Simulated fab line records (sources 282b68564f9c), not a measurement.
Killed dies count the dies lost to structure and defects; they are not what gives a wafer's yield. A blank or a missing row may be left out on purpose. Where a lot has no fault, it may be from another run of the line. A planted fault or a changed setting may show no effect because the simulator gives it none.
What tool caused it? | flow rit-cmos | 14 lots, 42 wafers sampled, at 2 steps of a route of 202

## WHAT EACH GAUGE READ, for each wafer
RIT_PRETRO_TW_MEAS_10.
lot  | measured    | on            | PRETRO_TW
L162 | day 2 15:40 | film-metro-01 | 474 472 476
L163 | day 2 20:14 | film-metro-02 | 483 482 482
L164 | day 3 01:28 | film-metro-02 | 478 482 481
L165 | day 3 04:34 | film-metro-04 | 477 479 478
L167 | day 3 16:35 | film-metro-02 | 482 482 481
L168 | day 4 04:47 | film-metro-01 | 470 469 468
L170 | day 4 20:07 | film-metro-01 | 468 471 469
L172 | day 5 01:27 | film-metro-04 | 482 480 482
L171 | day 5 01:56 | film-metro-04 | 492 488 488
L173 | day 5 01:59 | film-metro-01 | 472 468 470
L177 | day 5 20:40 | film-metro-04 | 490 487 491
L179 | day 6 04:22 | film-metro-04 | 479 480 478
L180 | day 6 09:34 | film-metro-04 | 476 478 475
L183 | day 6 20:35 | film-metro-02 | 480 480 482

## EACH LOT AND THE TOOL THAT RAN IT (in order: tool; ch and the chambers of the sampled wafers; start)
lot  | RIT_PRETRO_IMPLANT_08
L162 | implanter-01 ch 0, day 2 15:21
L163 | implanter-04 ch 0, day 2 19:55
L164 | implanter-03 ch 0, day 3 01:11
L165 | implanter-01 ch 0, day 3 04:14
L167 | implanter-04 ch 0, day 3 16:18
L168 | implanter-01 ch 0, day 4 04:31
L170 | implanter-04 ch 0, day 4 19:47
L172 | implanter-01 ch 0, day 5 01:09
L171 | implanter-04 ch 0, day 5 01:38
L173 | implanter-03 ch 0, day 5 01:40
L177 | implanter-04 ch 0, day 5 20:21
L179 | implanter-03 ch 0, day 6 04:02
L180 | implanter-03 ch 0, day 6 09:14
L183 | implanter-01 ch 0, day 6 20:16
- RIT_PRETRO_IMPLANT_08

## AS READ BY THE TOOLS THEMSELVES (means over the sampled wafers that have a number; for cases with no such wafer, the mark the record gives instead)
RIT_PRETRO_IMPLANT_08.
lot  | tool         | beam-energy-keV
L162 | implanter-01 | 44.983
L163 | implanter-04 | 44.998
L164 | implanter-03 | 44.999
L165 | implanter-01 | 45.025
L167 | implanter-04 | 44.996
L168 | implanter-01 | 45.016
L170 | implanter-04 | 44.994
L172 | implanter-01 | 45.015
L171 | implanter-04 | 50.865
L173 | implanter-03 | 45.006
L177 | implanter-04 | 50.849
L179 | implanter-03 | 44.981
L180 | implanter-03 | 45.010
L183 | implanter-01 | 45.014

## THE ANSWER, worked out from the rows above alone
Rule: usual is defined by the lots themselves. Put in order of their means at a reading, lots are off if they are a third of the lots or fewer, leave a main group of 4 or more, and stand apart from it by a gap of 3 or more times the standard deviation of the main group's means; of several such gaps the widest counts. A main group is skipped when, at the precision printed for the reading in the tables above, its means are all equal. A lot without any number at a reading at which 4 lots or more have one is off too. Where the step has rows for the other lots, those lots are counted as sound. Order of review: gauges by route order, followed by the tools' own readings, for which a lot's mean as printed above is used. At the first step where some lot is off, the reading lying furthest off is the one used; lots without a number count as furthest.
Off: L171, L177, at RIT_PRETRO_IMPLANT_08 (beam-energy-keV). For the main group the mean is 45.003 and the standard deviation 0.013.
If a tool, at that step or one of the process steps before it, ran each lot that is off and ran no sound lot following the first of them, it fits. One fits: implanter-04 at RIT_PRETRO_IMPLANT_08. Its last sound lot is L170 (day 4 19:47), its first lot that is off L171 (day 5 01:38): a fault that began between those two fits.
The tool's own readings at RIT_PRETRO_IMPLANT_08 bear it out: on the lots that are off they differ by more than 5 times the standard deviation of the sound lots' means. beam-energy-keV reads 50.857 there against 45.003 on the sound lots.

## WHAT THE SIMULATOR PUT IN
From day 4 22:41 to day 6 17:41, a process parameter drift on implanter-04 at RIT_PRETRO_IMPLANT_08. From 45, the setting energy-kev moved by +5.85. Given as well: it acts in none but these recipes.
Lots struck among those shown: L171, L177. Same finding as the rule above.
